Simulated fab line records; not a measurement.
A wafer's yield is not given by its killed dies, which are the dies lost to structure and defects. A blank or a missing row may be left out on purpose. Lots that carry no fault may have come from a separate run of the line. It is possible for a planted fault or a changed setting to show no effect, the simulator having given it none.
Which of the tools did it? | flow ritCmos | 11 lots, 33 wafers sampled, at 3 steps of a route of 202

== WHAT THE GAUGES READ, wafer by wafer ==
RIT_M1_RS_MEAS_01: measures by four-point-probe. Usual: M1_AL_RS gives 0.0734 ohm/sq (standard deviation 0.00075).
lot  | measured    | on           | M1_AL_RS (ohm/sq)                         | flag
L494 | day 3 04:31 | filmMetro-02 | 0.0729 0.0733 0.0733                      | 
L495 | day 3 09:25 | filmMetro-03 | 0.0736 0.0740 0.0736                      | 
L496 | day 3 15:49 | filmMetro-03 | 0.0728 0.0731 0.0728                      | 
L497 | day 3 20:52 | filmMetro-02 | 0.0736 0.0732 0.0731                      | 
L498 | day 4 02:31 | filmMetro-01 | 0.0716 0.0723 0.0718                      | 
L499 | day 4 07:12 | filmMetro-01 | 0.0733 0.0744 0.0736                      | 
L500 | day 4 10:16 | filmMetro-03 | 0.0730 0.0740 0.0738                      | 
L501 | day 4 16:44 | filmMetro-02 | 0.0736 0.0740 0.0739                      | 
L507 | day 5 23:20 | filmMetro-02 | 0.0739 0.0609 0.0728 0.0740 0.0611 0.0729 | OFF
L515 | day 7 17:44 | filmMetro-02 | 0.0731 0.0729 0.0734                      | 
L517 | day 8 02:37 | filmMetro-02 | 0.0727 0.0726 0.0725                      | 

RIT_M1_THK_MEAS_02: measures by xrf. Usual: M1_AL_THK gives 397 nm (standard deviation 4.9).
lot  | measured    | on           | M1_AL_THK (nm)          | flag
L494 | day 3 04:38 | filmMetro-02 | 399 397 398             | 
L495 | day 3 09:31 | filmMetro-03 | 396 394 394             | 
L496 | day 3 15:56 | filmMetro-03 | 401 398 399             | 
L497 | day 3 20:59 | filmMetro-02 | 397 400 398             | 
L498 | day 4 02:38 | filmMetro-01 | 407 404 406             | 
L499 | day 4 07:18 | filmMetro-01 | 396 392 397             | 
L500 | day 4 10:23 | filmMetro-03 | 396 393 394             | 
L501 | day 4 16:50 | filmMetro-02 | 395 396 393             | 
L507 | day 6 07:03 | filmMetro-02 | 398 479 404 396 480 402 | OFF
L515 | day 7 17:50 | filmMetro-02 | 402 403 397             | 
L517 | day 8 02:43 | filmMetro-02 | 405 406 406             | 

== TOOL THAT RAN EACH LOT (tool first, then ch and the chambers of the sampled wafers, then the start) ==
lot  | RIT_M1_SPUTTER_00
L494 | pvdSputter-04, day 3 04:13
L495 | pvdSputter-04, day 3 09:05
L496 | pvdSputter-03, day 3 15:32
L497 | pvdSputter-04, day 3 20:34
L498 | pvdSputter-04, day 4 02:13
L499 | pvdSputter-03, day 4 06:52
L500 | pvdSputter-04, day 4 09:59
L501 | pvdSputter-04, day 4 16:24
L507 | pvdSputter-04, day 5 23:01
L515 | pvdSputter-01, day 7 17:25
L517 | pvdSputter-03, day 8 02:18
- RIT_M1_SPUTTER_00: material Al, target thk 400 nm, time 500 s.

== AS READ BY THE TOOLS THEMSELVES (means over the sampled wafers that have a number; for cases with no such wafer, the mark the record gives instead) ==
RIT_M1_SPUTTER_00. Usual: throttleValvePct reads 29.7 % (standard deviation 0.69).
lot  | tool          | throttleValvePct (%) | flag
L494 | pvdSputter-04 | 29.5                 | 
L495 | pvdSputter-04 | 29.8                 | 
L496 | pvdSputter-03 | 30.7                 | 
L497 | pvdSputter-04 | 29.8                 | 
L498 | pvdSputter-04 | 29.7                 | 
L499 | pvdSputter-03 | 29.9                 | 
L500 | pvdSputter-04 | 29.8                 | 
L501 | pvdSputter-04 | 29.6                 | 
L507 | pvdSputter-04 | 29.4                 | 
L515 | pvdSputter-01 | 29.4                 | 
L517 | pvdSputter-03 | 30.7                 | 

== THE ANSWER, worked out from the rows above alone ==
Rule: take the mean of a lot's wafers that have a number; if it is more than 3 standard deviations from the usual mean, the lot is off. A lot without any number at a reading at which 4 lots or more have one is off too. Any other lot the step has rows for is counted as sound. Order of review: gauges by route order, followed by the tools' own readings, for which a lot's mean as printed above is used. At the first step where some lot is off, the reading lying furthest off is the one used; lots without a number count as furthest.
Off: at RIT_M1_RS_MEAS_01 (M1_AL_RS), L507.
If a tool, at a process step before that reading, ran all the lots that are off and no sound lot after the first of them, it fits. Those tools and the gauges at RIT_M1_RS_MEAS_01 are tried in the same way. One fits: RIT_M1_SPUTTER_00 on pvdSputter-04. Its last sound lot is L501 (day 4 16:24), its first lot that is off L507 (day 5 23:01): a fault that began between those two fits.

== WHAT THE SIMULATOR HAD INSERTED ==
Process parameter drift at RIT_M1_SPUTTER_00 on pvdSputter-04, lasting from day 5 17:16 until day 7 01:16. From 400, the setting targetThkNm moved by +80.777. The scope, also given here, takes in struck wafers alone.
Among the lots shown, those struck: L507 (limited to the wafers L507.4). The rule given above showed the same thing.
